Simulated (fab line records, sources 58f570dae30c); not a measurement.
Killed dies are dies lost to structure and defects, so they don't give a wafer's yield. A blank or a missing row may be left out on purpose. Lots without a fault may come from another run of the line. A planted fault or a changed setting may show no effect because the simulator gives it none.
Split-lot experiment | flow berkeley_cmos170 | 5 lots, 27 wafers read, on a route of 331 steps

THE SPLIT
At UCB170_V2_ETCH_14 (etches SiO2 in CHF3/CF4/Ar, stops on Al, target depth 1250 nm, time 291 s), the setting time_s was moved away from the recipe's 291 s on 6 of the 27 wafers read, by -42.4% to +58.5%. The other wafers ran this setting at the recipe's value.

FROM THE SPLIT TO THE READING: what the file shows between them, 1 step
- UCB170_V2_STRIP_15: strips in O2

THE READING
cd_nm, in nm, at UCB170_V2_CD_MEAS_90 (target cd 700 nm). Fault-free wafers of this fab line usually give 699.8 nm, standard deviation 1.9 nm.

wafer  | tool, chamber at the split | time_s as run, s | against the recipe | cd_nm, nm | against lot-mates on the recipe
L077.1 | rie_diel-04, 2             | 291              | recipe             | 699.1     | -
L077.4 | rie_diel-04, 1             | 291              | recipe             | 700.2     | -
L077.6 | rie_diel-04, 2             | 291              | recipe             | 700.8     | -
L076.1 | rie_diel-04, 2             | 291              | recipe             | 698.6     | -
L076.2 | rie_diel-04, 0             | 291              | recipe             | 698.4     | -
L076.3 | rie_diel-04, 3             | 291              | recipe             | 696.7     | -
L076.4 | rie_diel-04, 1             | 461.1            | +58.5%             | 705.9     | +8.0
L076.5 | rie_diel-04, 2             | 461.1            | +58.5%             | 703.1     | +5.2
L076.6 | rie_diel-04, 3             | 461.1            | +58.5%             | 703.0     | +5.1
L080.1 | rie_diel-03, 1             | 291              | recipe             | 702.6     | -
L080.2 | rie_diel-03, 3             | 167.7            | -42.4%             | 696.4     | -4.3
L080.3 | rie_diel-03, 2             | 291              | recipe             | 698.8     | -
L080.4 | rie_diel-03, 0             | 167.7            | -42.4%             | 694.4     | -6.3
L080.5 | rie_diel-03, 2             | 167.7            | -42.4%             | 695.3     | -5.4
L080.6 | rie_diel-03, 1             | 291              | recipe             | 700.6     | -
L083.1 | rie_diel-03, 3             | 291              | recipe             | 699.1     | -
L083.2 | rie_diel-03, 0             | 291              | recipe             | 698.4     | -
L083.3 | rie_diel-03, 1             | 291              | recipe             | 700.2     | -
L083.4 | rie_diel-03, 2             | 291              | recipe             | 698.0     | -
L083.5 | rie_diel-03, 0             | 291              | recipe             | 698.1     | -
L083.6 | rie_diel-03, 3             | 291              | recipe             | 700.7     | -
L085.1 | rie_diel-04, 1             | 291              | recipe             | 703.0     | -
L085.2 | rie_diel-04, 2             | 291              | recipe             | 700.6     | -
L085.3 | rie_diel-04, 0             | 291              | recipe             | 702.7     | -
L085.4 | rie_diel-04, 3             | 291              | recipe             | 700.9     | -
L085.5 | rie_diel-04, 3             | 291              | recipe             | 700.7     | -
L085.6 | rie_diel-04, 2             | 291              | recipe             | 699.1     | -

THE FIT
A straight line over all 27 wafers: cd_nm changes by +0.0835 nm for each +1% of time_s; r = +0.79; the points scatter about the line by 1.6 nm.
The same after taking each lot's own level away (the mean of its wafers on the recipe; 27 wafers): +0.112 nm for each +1%; r = +0.92; scatter 1.2 nm.
On that fit, the largest move of time_s shifts the reading by 6.5 nm.
The lots' own levels span 697.90 to 701.17 nm, that is 1.7 times the standard deviation above.
So the lot-to-lot level blurs the effect unless lot-mates are compared.
Check: with one of the wafers moved furthest among these (+58.5%) left out of the fit, the line predicts +5.92 nm for it against its lot-mates. It came out at +8 nm against them.

OTHER SPLITS ON THESE WAFERS
These wafers also went through other splits before the reading. Each is held against what the fit with the lots' levels taken away leaves over:
other split on the same wafers      | wafers away from the commonest value | r with cd_nm (lot level and that fit taken away)
UCB170_SILICIDE_SPUTTER_01 time_s   | 9                                    | -0.01
UCB170_V1_CVD_00 time_s             | 9                                    | -0.09
UCB170_V1_DEVELOP_11 develop_time_s | 9                                    | +0.22

THE WHOLE CHAIN: every reading that the file lists as answering this split, in the file's order
step                 | what it does                                                              | reading                                                                   | change (the file's fit)               | r (the file's)
UCB170_V2_ETCH_14    | etches SiO2 in CHF3/CF4/Ar, stops on Al, target depth 1250 nm, time 291 s | KrF_of_V2_COAT_07.thk_nm (the simulator's own value, which no gauge read) | -2.77 nm for each +1% of the setting  | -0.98
UCB170_V2_STRIP_15   | strips in O2                                                              | strip_time_to_endpoint_s                                                  | withheld for each +1% of the setting  | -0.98
UCB170_V2_CD_MEAS_90 | target cd 700 nm                                                          | cd_nm                                                                     | +0.111 nm for each +1% of the setting | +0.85

THE FILE'S OWN FIT
cd_nm changes by +0.111 nm for each +1% of time_s, r = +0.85.
